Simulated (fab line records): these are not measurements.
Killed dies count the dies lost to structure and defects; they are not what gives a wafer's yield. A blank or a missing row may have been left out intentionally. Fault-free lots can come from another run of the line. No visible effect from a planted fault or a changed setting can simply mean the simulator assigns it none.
fab line records + flow ritCmos
[record]
- lots = 7
- wafers = 21
- lastDay = 7
route steps=202 shown NWELL@30 PWELL@39 M1@202
lots that met no fault: taken from a fault-free run of the same line
startH: start of the lot's first displayed wafer, in hours after the record's first day + waitH: hours since the lot's step before + " identical to the entry in the row above + L1.1+2: a row that stands for several wafers + - value missing, or start not given + * or withheld: withheld + < > ~ a bound
route shown NAME@n: NAME is a module with steps in the file, n the number in the route of the first one + usual: average and standard deviation across the fault-free wafers + same: alike in all rows + chamber/n: place in a boat + sites: each site's reading + _std_site: how widely they spread, as a standard deviation + _edge_site: outer sites' mean less inner sites' + radiusMm: for every site, how far away it sits from the centre of the wafer + mask NAME#n: copy n + behind: the tool/chamber that last shaped the wafer + hold: why the lot was held/for how many hours/how that ended + device: transistor that didn't switch, given as n, p or np + end of line: tests of these same wafers at the route's end + a step without rows: its recipe alone + killed: the dies lost at the first sort to structure and to defects; this is not the yield of the wafer + map: shows each die of a wafer: x if killed, . if not, _ if none is there
set.NAME: the setting that was run; set.NAME@STEP: the one run at that earlier step + model.NAME: the simulator's own value behind a step, which no gauge read
certain route steps with their lots: each step a table, each wafer a row
services: a tool's chamber out of use, with start hour (startH, from the record's first day; less than 0 if before it), hours out, and reason
[[steps]]
[step RIT_NWELL_SOFTBAKE_02]
[recipe]
- resist = NOVOLAK
- tempC = 90
- timeS = 60
[step RIT_NWELL_EXPOSE_03]
[recipe]
- maskId = M2
- na = 0.57
- targetCdNm = 43900
- doseMj = 250
[step RIT_NWELL_PEB_04]
[recipe]
- resist = NOVOLAK
- tempC = withheld
- timeS = withheld
[step RIT_NWELL_DEVELOP_05]
[recipe]
- resist = NOVOLAK
- developTimeS = 68
- devTempC = 23
[step RIT_NWELL_OVL_MEAS_06]
[usual]
- NWELL_OVL = 0.9/1.5
| lot.wafer | tool       | chamber | startH | waitH | NWELL_OVL[nm] |
|-----------|------------|---------|--------|-------|---------------|
| L852.2    | overlay-01 | -       | 22.57  | -     | -0.7          |
| L852.3    | "          | -       | "      | "     | -1.6          |
| L852.6    | "          | -       | "      | "     | -3.4          |
| L854.3    | overlay-02 | -       | 33.12  | -     | 1.9           |
| L854.5    | "          | -       | "      | "     | 2.5           |
| L854.6    | "          | -       | "      | "     | 2.2           |
| L860.1    | overlay-01 | -       | 61.97  | -     | 0.4           |
| L860.3    | "          | -       | "      | "     | -0.2          |
| L860.6    | "          | -       | "      | "     | 0.8           |
| L861.2    | overlay-01 | -       | 68.11  | -     | 1.4           |
| L861.5    | "          | -       | "      | "     | 0.2           |
| L861.6    | "          | -       | "      | "     | 2.5           |
| L864.1    | overlay-01 | -       | 81.43  | -     | 0.6           |
| L864.2    | "          | -       | "      | "     | 0.1           |
| L864.4    | "          | -       | "      | "     | 0.8           |
| L867.2    | overlay-01 | -       | 96.88  | -     | 2.2           |
| L867.3    | "          | -       | "      | "     | 2.8           |
| L867.6    | "          | -       | "      | "     | 3.0           |
| L872.2    | overlay-01 | -       | 121.00 | -     | 0.3           |
| L872.3    | "          | -       | "      | "     | 1.8           |
| L872.5    | "          | -       | "      | "     | -0.6          |
[step RIT_NWELL_HARDBAKE_07]
[recipe]
- resist = NOVOLAK
- tempC = 140
- timeS = 120
[step RIT_NWELL_IMPLANT_08]
[recipe]
- species = P
- energyKev = 170
- doseCm2 = 5e+13
- tiltDeg = 7
[step RIT_NWELL_STRIP_09]
[recipe]
- chemistry = O2
- timeS = 180
- resist = NOVOLAK
- platenTempC = withheld
- powerW = 500
- pressureMtorr = 4000
- o2FlowSccm = 4000
[usual]
- drypumpMotorCurrentA = 5.6/0.38
| lot.wafer | tool           | chamber | startH | waitH | drypumpMotorCurrentA | rfHoursCounterH |
|-----------|----------------|---------|--------|-------|----------------------|-----------------|
| L852.2    | plasmaAsher-02 | 1       | 23.00  | 0.1   | 5.5                  | 36              |
| L852.3    | "              | 1       | "      | "     | 5.4                  | -               |
| L852.6    | "              | 1       | "      | "     | 5.4                  | -               |
| L854.3    | plasmaAsher-04 | 1       | 33.61  | 0.1   | 5.7                  | -               |
| L854.5    | "              | 0       | "      | "     | 5.3                  | -               |
| L854.6    | "              | 1       | "      | "     | 5.7                  | -               |
| L860.1    | plasmaAsher-04 | 1       | 62.41  | 0.1   | 5.7                  | 27              |
| L860.3    | "              | 1       | "      | "     | 5.8                  | -               |
| L860.6    | "              | 0       | "      | "     | 5.3                  | -               |
| L861.2    | plasmaAsher-04 | 0       | 68.54  | 0.1   | 5.3                  | 28              |
| L861.5    | "              | 1       | "      | "     | 5.7                  | -               |
| L861.6    | "              | 0       | "      | "     | 5.3                  | -               |
| L864.1    | plasmaAsher-01 | 1       | 81.87  | 0.1   | 5.5                  | 44              |
| L864.2    | "              | 0       | "      | "     | 5.4                  | 44              |
| L864.4    | "              | 0       | "      | "     | 5.4                  | -               |
| L867.2    | plasmaAsher-01 | 1       | 97.31  | 0.1   | 5.5                  | 45              |
| L867.3    | "              | 0       | "      | "     | 5.4                  | -               |
| L867.6    | "              | 0       | "      | "     | 5.4                  | -               |
| L872.2    | plasmaAsher-04 | 0       | 121.43 | 0.1   | 5.3                  | 33              |
| L872.3    | "              | 0       | "      | "     | 5.3                  | -               |
| L872.5    | "              | 0       | "      | "     | 5.3                  | -               |
[step RIT_NWELL_TW_MEAS_10]
[usual]
- NWELL_TW = 2149/29
| lot.wafer | tool         | chamber | startH | waitH | NWELL_TW |
|-----------|--------------|---------|--------|-------|----------|
| L852.2    | filmMetro-03 | -       | 23.18  | 0.1   | 2182     |
| L852.3    | "            | -       | "      | "     | 2180     |
| L852.6    | "            | -       | "      | "     | 2182     |
| L854.3    | filmMetro-03 | -       | 33.74  | 0.1   | 2180     |
| L854.5    | "            | -       | "      | "     | 2185     |
| L854.6    | "            | -       | "      | "     | 2172     |
| L860.1    | filmMetro-04 | -       | 62.58  | 0.1   | 2098     |
| L860.3    | "            | -       | "      | "     | 2100     |
| L860.6    | "            | -       | "      | "     | 2103     |
| L861.2    | filmMetro-04 | -       | 68.72  | 0.1   | 2115     |
| L861.5    | "            | -       | "      | "     | 2106     |
| L861.6    | "            | -       | "      | "     | 2112     |
| L864.1    | filmMetro-03 | -       | 82.04  | 0.1   | 2161     |
| L864.2    | "            | -       | "      | "     | 2167     |
| L864.4    | "            | -       | "      | "     | 2168     |
| L867.2    | filmMetro-02 | -       | 97.50  | 0.1   | 2168     |
| L867.3    | "            | -       | "      | "     | 2165     |
| L867.6    | "            | -       | "      | "     | 2172     |
| L872.2    | filmMetro-03 | -       | 121.61 | 0.1   | 2169     |
| L872.3    | "            | -       | "      | "     | 2165     |
| L872.5    | "            | -       | "      | "     | 2174     |
[step RIT_PWELL_HMDS_00]
[recipe]
- primeTimeS = 60
- primeTempC = 140
[step RIT_PWELL_COAT_01]
[recipe]
- resist = NOVOLAK
- spinRpm = 1984
- resistThkNm = 1300
[step RIT_PWELL_SOFTBAKE_02]
[recipe]
- resist = NOVOLAK
- tempC = 90
- timeS = 60
[step RIT_PWELL_EXPOSE_03]
[recipe]
- maskId = M3
- na = 0.57
- targetCdNm = 43700
- doseMj = 250
[usual]
- exposureDoseMJCm2 = 249.98/0.25
| lot.wafer | tool            | chamber | startH | waitH | mask | exposureDoseMJCm2 | model.PWELL.overlayXNm |
|-----------|-----------------|---------|--------|-------|------|-------------------|------------------------|
| L852.2    | ilineStepper-01 | 0       | 23.70  | 0.1   | M3#0 | 250.16            | 2.379                  |
| L852.3    | "               | 0       | "      | "     | M3#0 | 249.99            | 2.379                  |
| L852.6    | "               | 0       | "      | "     | M3#0 | 250.35            | 2.379                  |
| L854.3    | ilineStepper-02 | 0       | 34.40  | 0.2   | M3#0 | 249.85            | 1.69                   |
| L854.5    | "               | 0       | "      | "     | M3#0 | 249.97            | 1.69                   |
| L854.6    | "               | 0       | "      | "     | M3#0 | 250.10            | 1.69                   |
| L860.1    | ilineStepper-01 | 0       | 63.09  | 0.1   | M3#0 | 249.55            | 238.3                  |
| L860.3    | "               | 0       | "      | "     | M3#0 | 249.62            | 238.3                  |
| L860.6    | "               | 0       | "      | "     | M3#0 | 249.68            | 238.3                  |
| L861.2    | ilineStepper-01 | 0       | 69.24  | 0.1   | M3#0 | 249.74            | 240.7                  |
| L861.5    | "               | 0       | "      | "     | M3#0 | 250.05            | 240.7                  |
| L861.6    | "               | 0       | "      | "     | M3#0 | 249.93            | 240.7                  |
| L864.1    | ilineStepper-01 | 0       | 82.68  | 0.2   | M3#0 | 249.92            | 239.8                  |
| L864.2    | "               | 0       | "      | "     | M3#0 | 250.12            | 239.8                  |
| L864.4    | "               | 0       | "      | "     | M3#0 | 250.21            | 239.8                  |
| L867.2    | ilineStepper-02 | 0       | 98.02  | 0.1   | M3#0 | 250.09            | -1.13                  |
| L867.3    | "               | 0       | "      | "     | M3#0 | 249.93            | -1.13                  |
| L867.6    | "               | 0       | "      | "     | M3#0 | 249.59            | -1.13                  |
| L872.2    | ilineStepper-02 | 0       | 122.26 | 0.2   | M3#0 | 249.88            | 0.543                  |
| L872.3    | "               | 0       | "      | "     | M3#0 | 249.97            | 0.543                  |
| L872.5    | "               | 0       | "      | "     | M3#0 | 249.97            | 0.543                  |
[step RIT_PWELL_PEB_04]
[recipe]
- resist = NOVOLAK
- tempC = withheld
- timeS = withheld
[step RIT_PWELL_DEVELOP_05]
[recipe]
- resist = NOVOLAK
- developTimeS = 68
- devTempC = 23
[step RIT_PWELL_OVL_MEAS_06]
[usual]
- PWELL_OVL = -0.5/1.2
| lot.wafer | tool       | chamber | startH | waitH | hold                    | PWELL_OVL[nm] |
|-----------|------------|---------|--------|-------|-------------------------|---------------|
| L852.2    | overlay-02 | -       | 24.12  | -     | -                       | 1.1           |
| L852.3    | "          | -       | "      | "     | -                       | 1.0           |
| L852.6    | "          | -       | "      | "     | -                       | 1.4           |
| L854.3    | overlay-01 | -       | 34.80  | -     | -                       | 1.1           |
| L854.5    | "          | -       | "      | "     | -                       | 0.7           |
| L854.6    | "          | -       | "      | "     | -                       | 1.3           |
| L860.1    | overlay-02 | -       | 63.52  | -     | awaitDispo/0.2h/release | 240.4         |
| L860.3    | "          | -       | "      | "     | awaitDispo/0.2h/release | 239.5         |
| L860.6    | "          | -       | "      | "     | awaitDispo/0.2h/release | 240.4         |
| L860.1    | overlay-02 | -       | 63.73  | 0.2   | -                       | 241.0         |
| L860.3    | "          | -       | "      | "     | -                       | 239.9         |
| L860.6    | "          | -       | "      | "     | -                       | 240.5         |
| L861.2    | overlay-01 | -       | 69.66  | -     | awaitDispo/0.2h/release | 240.5         |
| L861.5    | "          | -       | "      | "     | awaitDispo/0.2h/release | 241.1         |
| L861.6    | "          | -       | "      | "     | awaitDispo/0.2h/release | 239.7         |
| L861.2    | overlay-01 | -       | 69.86  | 0.2   | -                       | 241.4         |
| L861.5    | "          | -       | "      | "     | -                       | 241.8         |
| L861.6    | "          | -       | "      | "     | -                       | 240.2         |
| L864.1    | overlay-01 | -       | 83.11  | -     | awaitDispo/0.2h/release | 240.3         |
| L864.2    | "          | -       | "      | "     | awaitDispo/0.2h/release | 239.6         |
| L864.4    | "          | -       | "      | "     | awaitDispo/0.2h/release | 239.8         |
| L864.1    | overlay-01 | -       | 83.31  | 0.2   | -                       | 240.4         |
| L864.2    | "          | -       | "      | "     | -                       | 240.0         |
| L864.4    | "          | -       | "      | "     | -                       | 240.5         |
| L867.2    | overlay-02 | -       | 98.43  | -     | -                       | -2.0          |
| L867.3    | "          | -       | "      | "     | -                       | -1.2          |
| L867.6    | "          | -       | "      | "     | -                       | -0.9          |
| L872.2    | overlay-01 | -       | 122.67 | -     | -                       | 0.2           |
| L872.3    | "          | -       | "      | "     | -                       | -1.4          |
| L872.5    | "          | -       | "      | "     | -                       | 0.5           |
[step RIT_M1_PROBE_99]
[usual]
- defectLimitedYield = 97.5/1
- killedAtContacts = 0.1/0.34
- killedAtFrontEnd = 6.6/2.7
- killedDies = 6.7/2.7
- killedOpen = 3.5/1.9
- killedShort = 3.1/1.8
- sort_bin_3_pad_short = 0.1/0.2
- sort_bin_5_function = 1.5/0.74
- sort_bin_6_memory = 0.9/0.57
- sortNPass = 257.3/2.7
- sortYieldPct = 97.5/1
[same]
- grossDies = 264
- killed_at_M0_to_M3 = 0
- killed_at_M4_up = 0
- killedAtBackSide = 0
- killedAtOther = 0
| lot.wafer | tool      | chamber | startH | waitH | defectLimitedYield[%] | killedAtContacts | killedAtFrontEnd | killedDies | killedOpen | killedShort | sort_bin_3_pad_short[%] | sort_bin_5_function[%] | sort_bin_6_memory[%] | sortNPass | sortYieldPct[%] |
|-----------|-----------|---------|--------|-------|-----------------------|------------------|------------------|------------|------------|-------------|-------------------------|------------------------|----------------------|-----------|-----------------|
| L852.2    | prober-01 | -       | 62.04  | 0.1   | 98.1                  | 0                | 5                | 5          | 2          | 3           | 0.4                     | 1.5                    | 0                    | 259.0     | 98.1            |
| L852.3    | prober-01 | -       | 62.09  | 0.2   | 96.2                  | 0                | 10               | 10         | 6          | 4           | 0                       | 3.4                    | 0.4                  | 254.0     | 96.2            |
| L852.6    | prober-01 | -       | 62.24  | 0.2   | 97.3                  | 0                | 7                | 7          | 6          | 1           | 0                       | 2.3                    | 0.4                  | 257.0     | 97.3            |
| L854.3    | prober-01 | -       | 70.62  | 0.2   | 98.1                  | 1                | 4                | 5          | 3          | 2           | 0.4                     | 1.1                    | 0.4                  | 259.0     | 98.1            |
| L854.5    | prober-01 | -       | 70.72  | 0.2   | 99.6                  | 0                | 1                | 1          | 0          | 1           | 0                       | 0.4                    | 0                    | 263.0     | 99.6            |
| L854.6    | prober-01 | -       | 70.77  | 0.2   | 95.8                  | 0                | 11               | 11         | 6          | 5           | 0.4                     | 2.3                    | 1.5                  | 253.0     | 95.8            |
| L867.2    | prober-01 | -       | 135.79 | 0.1   | 96.6                  | 0                | 9                | 9          | 4          | 5           | 0                       | 1.1                    | 2.3                  | 255.0     | 96.6            |
| L867.3    | prober-01 | -       | 135.84 | 0.2   | 97.7                  | 0                | 6                | 6          | 3          | 3           | 0.4                     | 1.5                    | 0.4                  | 258.0     | 97.7            |
| L867.6    | prober-01 | -       | 135.99 | 0.2   | 95.8                  | 0                | 11               | 11         | 7          | 4           | 0.4                     | 1.9                    | 1.9                  | 253.0     | 95.8            |
| L872.2    | prober-01 | -       | 162.04 | 0.1   | 96.6                  | 0                | 9                | 9          | 4          | 5           | 0.4                     | 1.1                    | 1.9                  | 255.0     | 96.6            |
| L872.3    | prober-01 | -       | 162.09 | 0.2   | 97.3                  | 0                | 7                | 7          | 4          | 3           | 0                       | 1.5                    | 1.1                  | 257.0     | 97.3            |
| L872.5    | prober-01 | -       | 162.19 | 0.2   | 98.5                  | 0                | 4                | 4          | 3          | 1           | 0                       | 1.1                    | 0.4                  | 260.0     | 98.5            |
// killed by level:class
L852.2 GATE:geometricParticle:short=2 GATE:geometricParticle:open=1 SPACER:geometricParticle:open=1 SILICIDE:geometricParticle:short=1
L852.3 REOX:geometricParticle:open=3 GATE:geometricParticle:open=2 SILICIDE:geometricParticle:short=2 FOX1:geometricParticle:open=1 FOX1:geometricParticle:short=1 REOX:geometricParticle:short=1
L852.6 GATE:geometricParticle:open=3 GATE:geometricParticle:short=1 REOX:geometricParticle:open=1 SPACER:geometricParticle:open=1 SILICIDE:geometricParticle:open=1
L854.3 REOX:geometricParticle:open=2 GATE:geometricParticle:open=1 SILICIDE:geometricParticle:short=1 CONTACT:geometricParticle:short=1
L854.5 GATE:geometricParticle:short=1
L854.6 SPACER:geometricParticle:open=3 SILICIDE:geometricParticle:short=2 FOX1:geometricParticle:short=1 GATE:geometricParticle:short=1 GATE:geometricParticle:open=1 REOX:geometricParticle:short=1 REOX:geometricParticle:open=1 SILICIDE:geometricParticle:open=1
L867.2 SPACER:geometricParticle:open=2 SPACER:geometricParticle:short=2 FOX1:geometricParticle:open=1 FOX2:geometricParticle:open=1 GATE:geometricParticle:short=1 REOX:geometricParticle:short=1 SILICIDE:geometricParticle:short=1
L867.3 FOX1:geometricParticle:short=2 FOX1:geometricParticle:open=1 FOX2:geometricParticle:open=1 GATE:geometricParticle:open=1 SPACER:geometricParticle:short=1
L867.6 FOX1:geometricParticle:short=2 REOX:geometricParticle:open=2 SILICIDE:geometricParticle:open=2 FOX1:geometricParticle:open=1 FOX2:geometricParticle:open=1 SPACER:geometricParticle:open=1 SPACER:geometricParticle:short=1 SILICIDE:geometricParticle:short=1
L872.2 GATE:geometricParticle:short=2 GATE:geometricParticle:open=2 SPACER:geometricParticle:short=2 FOX1:geometricParticle:open=1 REOX:geometricParticle:open=1 SILICIDE:geometricParticle:short=1
L872.3 SILICIDE:geometricParticle:short=2 FOX1:geometricParticle:open=1 GATE:geometricParticle:open=1 GATE:geometricParticle:short=1 REOX:geometricParticle:open=1 SILICIDE:geometricParticle:open=1
L872.5 GATE:geometricParticle:open=3 REOX:geometricParticle:short=1
[[services]]
| tool            | chamber | startH | hours | kind                   |
|-----------------|---------|--------|-------|------------------------|
| ilineStepper-01 | -       | 0.15   | 5.3   | repair                 |
| plasmaAsher-01  | -       | 4.56   | 2.8   | pm                     |
| plasmaAsher-04  | -       | 5.95   | 1.3   | repair                 |
| ilineStepper-01 | -       | 8.59   | 2.1   | pm                     |
| ilineStepper-01 | -       | 10.67  | -     | consumableReplace:lamp |
| ilineStepper-02 | -       | 21.18  | 5.7   | repair                 |
| ilineStepper-02 | -       | 54.26  | 1.7   | pm                     |
| plasmaAsher-01  | -       | 105.73 | 1.2   | repair                 |
| plasmaAsher-01  | -       | 108.75 | 9.0   | pm                     |
| plasmaAsher-01  | 0       | 108.75 | 9.0   | ventCycle              |
| plasmaAsher-01  | 1       | 108.75 | 9.0   | ventCycle              |
| plasmaAsher-01  | 0       | 117.75 | -     | clean                  |
| plasmaAsher-01  | 1       | 117.75 | -     | clean                  |
[[key]]
[firstSign]
- step = RIT_PWELL_OVL_MEAS_06
- reading = visit
- direction = added
[effect]
- step = RIT_PWELL_OVL_MEAS_06
- reading = PWELL_OVL
- direction = up
- sigmas = 99+
- usual = -0.5
- struck = 240.1
[modelEffect]
- step = RIT_PWELL_EXPOSE_03
- value = PWELL.overlayXNm
- without = -0.3806
- struck = 239.6
metAt RIT_PWELL_EXPOSE_03
struckWafers L860.1,L860.3,L860.6,L861.2,L861.5,L861.6,L864.1,L864.2,L864.4
scrappedBehind RIT_PWELL_OVL_MEAS_06 L860.1,L860.3,L860.6,L861.2,L861.5,L861.6,L864.1,L864.2,L864.4
onsetBetween 23.70 63.09
[fault]
- kind = scannerMatchingOverlay
- tool = ilineStepper-01
- chamber = -
- onsetH = 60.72
- steps = RIT_PWELL_EXPOSE_03
- offset = 240
